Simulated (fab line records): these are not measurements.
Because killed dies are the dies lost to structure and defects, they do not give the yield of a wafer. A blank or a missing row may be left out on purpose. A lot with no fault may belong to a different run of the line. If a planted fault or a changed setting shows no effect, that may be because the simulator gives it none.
Split-lot study + flow berkeley_cmos170 + 23 wafers read from 5 lots, route of 331 steps

== SPLIT DETAILS ==
At UCB170_V1_EXPOSE_09 (exposes mask VIA1, target cd 700 nm), the setting dose_mj was moved away from the recipe's 37 on 6 of the 23 wafers read, by -6.8% to +7.0%. All remaining wafers had this setting at the recipe value.

== FROM THE SPLIT TO THE READING: what the file shows between them, 5 steps ==
- UCB170_V1_PEB_10
- UCB170_V1_DEVELOP_11: develop time 45 s
- UCB170_V1_CD_MEAS_12: target cd 700 nm
- UCB170_V1_ETCH_14: etches SiO2 in CHF3/CF4/Ar, stops on Al, target depth 1250 nm, time 291 s (also split here: rf_w)
- UCB170_V1_STRIP_15: strips in O2

== THE READING ==
cd_nm (nm) at UCB170_V1_CD_MEAS_90, where the cd target is 700 nm. Typical for fault-free wafers on this fab line: 700.6 nm, with standard deviation 1.4 nm.

| wafer  | tool, chamber at the split | dose_mj as run | against the recipe | cd_nm, nm | against lot-mates on the recipe |
|--------|----------------------------|----------------|--------------------|-----------|---------------------------------|
| L077.1 | krf_scanner-01, 0          | 37             | recipe             | 700.4     | -                               |
| L077.2 | krf_scanner-01, 0          | 34.49          | -6.8%              | 687.7     | -13.3                           |
| L077.3 | krf_scanner-01, 0          | 37             | recipe             | 701.9     | -                               |
| L077.4 | krf_scanner-01, 0          | 37             | recipe             | 700.6     | -                               |
| L077.6 | krf_scanner-01, 0          | 34.49          | -6.8%              | 688.5     | -12.5                           |
| L075.1 | krf_scanner-01, 0          | 37             | recipe             | 700.3     | -                               |
| L075.2 | krf_scanner-01, 0          | 37             | recipe             | 698.7     | -                               |
| L075.3 | krf_scanner-01, 0          | 37             | recipe             | 698.4     | -                               |
| L075.5 | krf_scanner-01, 0          | 37             | recipe             | 700.0     | -                               |
| L075.6 | krf_scanner-01, 0          | 37             | recipe             | 700.1     | -                               |
| L079.1 | krf_scanner-02, 0          | 37             | recipe             | 701.3     | -                               |
| L079.2 | krf_scanner-02, 0          | 37             | recipe             | 700.2     | -                               |
| L079.5 | krf_scanner-02, 0          | 37             | recipe             | 700.6     | -                               |
| L085.1 | krf_scanner-01, 0          | 37             | recipe             | 699.1     | -                               |
| L085.2 | krf_scanner-01, 0          | 37             | recipe             | 697.9     | -                               |
| L085.3 | krf_scanner-01, 0          | 39.58          | +7.0%              | 712.4     | +12.9                           |
| L085.4 | krf_scanner-01, 0          | 37             | recipe             | 701.4     | -                               |
| L085.6 | krf_scanner-01, 0          | 39.58          | +7.0%              | 709.3     | +9.8                            |
| L084.1 | krf_scanner-01, 0          | 37             | recipe             | 699.1     | -                               |
| L084.2 | krf_scanner-01, 0          | 38.64          | +4.4%              | 711.6     | +10.5                           |
| L084.3 | krf_scanner-01, 0          | 37             | recipe             | 702.0     | -                               |
| L084.5 | krf_scanner-01, 0          | 37             | recipe             | 702.2     | -                               |
| L084.6 | krf_scanner-01, 0          | 38.64          | +4.4%              | 707.5     | +6.4                            |

THE FIT
A straight line over all 23 wafers: cd_nm changes by +1.73 nm for each +1% of dose_mj; r = +0.96; the points scatter about the line by 1.5 nm.
The same after taking each lot's own level away (the mean of its wafers on the recipe; 23 wafers): +1.79 nm for each +1%; r = +0.98; scatter 1.3 nm.
That fit puts the effect of the largest move of dose_mj on the reading at 12 nm.
The lots' own levels span 699.47 to 701.10 nm, that is 1.2 times the standard deviation above.
Consequently the slope shifts little with the lot-to-lot level, the two slopes agreeing.
Check: +12.2 nm against its lot-mates is what the line predicts for one of the wafers moved furthest among these (+7.0%) when that wafer is left out of the fit. It came out at +12.9 nm against them.

== FURTHER SPLITS ON THESE WAFERS ==
These wafers also went through other splits before the reading. Each is held against what the fit with the lots' levels taken away leaves over:
| other split on the same wafers    | wafers away from the commonest value | r with cd_nm (lot level and that fit taken away) |
|-----------------------------------|--------------------------------------|--------------------------------------------------|
| UCB170_PSD_EXPOSE_03 dose_mj      | 7                                    | -0.06                                            |
| UCB170_NSD_EXPOSE_03 dose_mj      | 9                                    | +0.05                                            |
| UCB170_SILICIDE_SPUTTER_01 time_s | 5                                    | +0.20                                            |
| UCB170_M1_COAT_04 spin_rpm        | 8                                    | -0.26                                            |
| UCB170_V1_ETCH_14 rf_w            | 9                                    | +0.56                                            |

== THE WHOLE CHAIN: every reading that the file lists as answering this split, in the file's order ==
| step                 | what it does                                                              | reading                                                   | change (the file's fit)              | r (the file's) |
|----------------------|---------------------------------------------------------------------------|-----------------------------------------------------------|--------------------------------------|----------------|
| UCB170_V1_CD_MEAS_12 | target cd 700 nm                                                          | cd_nm                                                     | +1.68 nm for each +1% of the setting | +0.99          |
| UCB170_V1_ETCH_14    | etches SiO2 in CHF3/CF4/Ar, stops on Al, target depth 1250 nm, time 291 s | V1.cd_nm (the simulator's own value, which no gauge read) | +1.78 nm for each +1% of the setting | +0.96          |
| UCB170_V1_CD_MEAS_90 | target cd 700 nm                                                          | cd_nm                                                     | +1.79 nm for each +1% of the setting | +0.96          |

== THE FILE'S OWN FIT ==
cd_nm changes by +1.79 nm for each +1% of dose_mj, r = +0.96.
